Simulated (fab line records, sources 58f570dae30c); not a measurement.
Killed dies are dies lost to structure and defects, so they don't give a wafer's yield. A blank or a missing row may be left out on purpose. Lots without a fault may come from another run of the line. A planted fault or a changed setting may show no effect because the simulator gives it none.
Which tool did it? | flow berkeley_cmos170 | 14 lots, 42 wafers sampled, at 4 steps of a route of 331

WHAT THE GAUGES READ, wafer by wafer
UCB170_START_THK_MEAS_03.
lot  | measured    | on            | START_OXIDE_THK (nm)
L249 | day 1 16:13 | film_metro-04 | 19.6 19.4 19.1
L250 | day 1 21:42 | film_metro-01 | 20.3 19.9 19.7
L253 | day 2 08:09 | film_metro-03 | 19.9 19.5 19.6
L255 | day 2 20:35 | film_metro-04 | 19.9 19.8 19.2
L256 | day 3 00:35 | film_metro-03 | 19.3 19.5 19.4
L257 | day 3 07:20 | film_metro-01 | 20.3 20.6 20.3
L260 | day 4 01:01 | film_metro-01 | 19.9 19.3 19.7
L261 | day 4 01:03 | film_metro-03 | 19.6 19.4 19.6
L262 | day 4 10:29 | film_metro-04 | 20.8 20.7 20.7
L264 | day 4 17:31 | film_metro-03 | 20.5 20.6 20.9
L267 | day 5 08:28 | film_metro-03 | 20.1 19.9 20.0
L269 | day 5 20:35 | film_metro-04 | 20.1 20.0 20.0
L270 | day 6 01:56 | film_metro-04 | 19.9 19.9 19.9
L272 | day 6 12:52 | film_metro-01 | 20.3 20.1 20.3

UCB170_FIELD_THK_MEAS_90.
lot  | measured     | on            | FIELD_OXIDE_LEFT_1_THK (nm)
L249 | day 5 21:57  | film_metro-04 | 444 445 444
L250 | day 5 21:58  | film_metro-02 | 442 435 436
L253 | day 6 07:10  | film_metro-02 | 443 447 450
L255 | day 6 20:48  | film_metro-02 | 449 442 449
L256 | day 7 05:33  | film_metro-02 | 446 448 439
L257 | day 7 14:46  | film_metro-03 | 449 459 447
L260 | day 8 01:06  | film_metro-03 | 443 437 441
L261 | day 8 07:56  | film_metro-02 | 433 437 432
L262 | day 8 22:31  | film_metro-03 | 435 432 439
L264 | day 8 22:28  | film_metro-02 | 426 426 424
L267 | day 9 17:59  | film_metro-04 | 445 454 460
L269 | day 10 06:16 | film_metro-02 | 424 417 418
L270 | day 10 06:13 | film_metro-02 | 450 445 447
L272 | day 11 07:03 | film_metro-02 | 433 430 427

WHICH TOOL RAN EACH LOT (tool, then ch and the chambers of the sampled wafers, then the start)
lot  | UCB170_PWELL_STRIP_16               | UCB170_PFIELD_IMPLANT_07
L249 | plasma_asher-02 ch 0,1, day 3 14:31 | implanter-02 ch 0, day 5 04:06
L250 | plasma_asher-04 ch 0,1, day 3 14:34 | implanter-01 ch 0, day 5 04:16
L253 | plasma_asher-01 ch 0,1, day 4 05:26 | implanter-01 ch 0, day 5 13:45
L255 | plasma_asher-01 ch 0, day 4 13:17   | implanter-04 ch 0, day 6 03:28
L256 | plasma_asher-04 ch 0,1, day 4 21:19 | implanter-04 ch 0, day 6 11:44
L257 | plasma_asher-02 ch 0,1, day 5 03:18 | implanter-01 ch 0, day 6 20:00
L260 | plasma_asher-02 ch 0,1, day 5 19:57 | implanter-04 ch 0, day 7 10:25
L261 | plasma_asher-04 ch 0,1, day 5 19:44 | implanter-01 ch 0, day 7 10:44
L262 | plasma_asher-01 ch 0,1, day 6 12:45 | implanter-02 ch 0, day 8 05:19
L264 | plasma_asher-02 ch 0,1, day 6 12:31 | implanter-01 ch 0, day 8 05:04
L267 | plasma_asher-02 ch 0,1, day 7 03:16 | implanter-04 ch 0, day 8 21:47
L269 | plasma_asher-01 ch 0, day 7 21:15   | implanter-02 ch 0, day 9 08:47
L270 | plasma_asher-02 ch 0,1, day 7 21:34 | implanter-04 ch 0, day 9 08:32
L272 | plasma_asher-01 ch 1, day 8 13:23   | implanter-02 ch 0, day 10 09:40
- UCB170_PWELL_STRIP_16: strips in O2.
- UCB170_PFIELD_IMPLANT_07

WHAT THE TOOLS THEMSELVES READ (means of the sampled wafers that have a number; where no wafer has one, the mark that the record gives instead)
UCB170_PWELL_STRIP_16.
lot  | tool            | drypump_motor_current_A (A) | oes_product_au (a.u.) | strip_time_to_endpoint_s (s)
L249 | plasma_asher-02 | 5.8                         | 0.721                 | 18.05
L250 | plasma_asher-04 | 5.0                         | 0.719                 | 18.11
L253 | plasma_asher-01 | 6.2                         | 0.724                 | 18.13
L255 | plasma_asher-01 | 6.3                         | 0.717                 | 18.02
L256 | plasma_asher-04 | 5.2                         | 0.720                 | 18.08
L257 | plasma_asher-02 | 5.7                         | 0.717                 | 18.11
L260 | plasma_asher-02 | 5.6                         | 0.722                 | 18.03
L261 | plasma_asher-04 | 5.2                         | 0.720                 | 18.02
L262 | plasma_asher-01 | 6.1                         | 0.715                 | 18.12
L264 | plasma_asher-02 | 5.8                         | 0.716                 | 18.01
L267 | plasma_asher-02 | 5.8                         | 0.724                 | 18.14
L269 | plasma_asher-01 | 6.3                         | 0.723                 | 18.15
L270 | plasma_asher-02 | 5.7                         | 0.722                 | 18.13
L272 | plasma_asher-01 | 6.0                         | 0.727                 | 18.19

UCB170_PFIELD_IMPLANT_07.
lot  | tool         | dose_ions_cm2 | faraday_current_uA
L249 | implanter-02 | 2.0002e+13    | 64.0
L250 | implanter-01 | 1.9995e+13    | 62.4
L253 | implanter-01 | 1.9994e+13    | 64.1
L255 | implanter-04 | 1.9981e+13    | 65.1
L256 | implanter-04 | 1.9984e+13    | 62.8
L257 | implanter-01 | 2.0003e+13    | 62.4
L260 | implanter-04 | 2.0026e+13    | 63.3
L261 | implanter-01 | 1.8800e+13    | 59.8
L262 | implanter-02 | 1.9987e+13    | 64.2
L264 | implanter-01 | 1.8799e+13    | 59.8
L267 | implanter-04 | 2.0000e+13    | 63.0
L269 | implanter-02 | 1.9995e+13    | 63.3
L270 | implanter-04 | 2.0006e+13    | 63.6
L272 | implanter-02 | 2.0002e+13    | 63.0

THE ANSWER, worked out from the rows above alone
Rule: what is usual is taken from the lots themselves. Put in order of their means at a reading, lots are off if they are a third of the lots or fewer, leave a main group of 4 or more, and stand apart from it by a gap of 3 or more times the standard deviation of the main group's means; of several such gaps the widest counts. A main group whose means are all the same, to the digits that the tables above print for the reading, isn't used. A lot without any number at a reading at which 4 lots or more have one is off too. The other lots that the step has rows for count as sound. The gauges are gone through in route order, then the tools' own readings, and for those a lot's mean is taken as printed above. The first step at which some lot is off is used, and at that step the reading that is off furthest; a lot without a number counts as furthest.
Off: L261, L264, at UCB170_PFIELD_IMPLANT_07 (dose_ions_cm2). The main group: mean 1.9998e+13, standard deviation 1.1e+10.
A tool fits if, at that step or a process step before it, it ran every lot that is off, and no sound lot after the first of them. One fits: implanter-01 at UCB170_PFIELD_IMPLANT_07. Its last sound lot is L257 (day 6 20:00), its first lot that is off L261 (day 7 10:44): a fault that began between those two fits.
The tool's own readings at UCB170_PFIELD_IMPLANT_07 bear it out: on the lots that are off they differ by more than 5 times the standard deviation of the sound lots' means. dose_ions_cm2 reads 1.8800e+13 there against 1.9998e+13 on the sound lots.

WHAT THE SIMULATOR HAD PUT IN
Process parameter drift: implanter-01, from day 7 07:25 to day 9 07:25, at UCB170_PFIELD_IMPLANT_07. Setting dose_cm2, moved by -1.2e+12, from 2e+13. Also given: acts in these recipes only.
Lots struck among those shown: L261, L264. The rule above found the same.
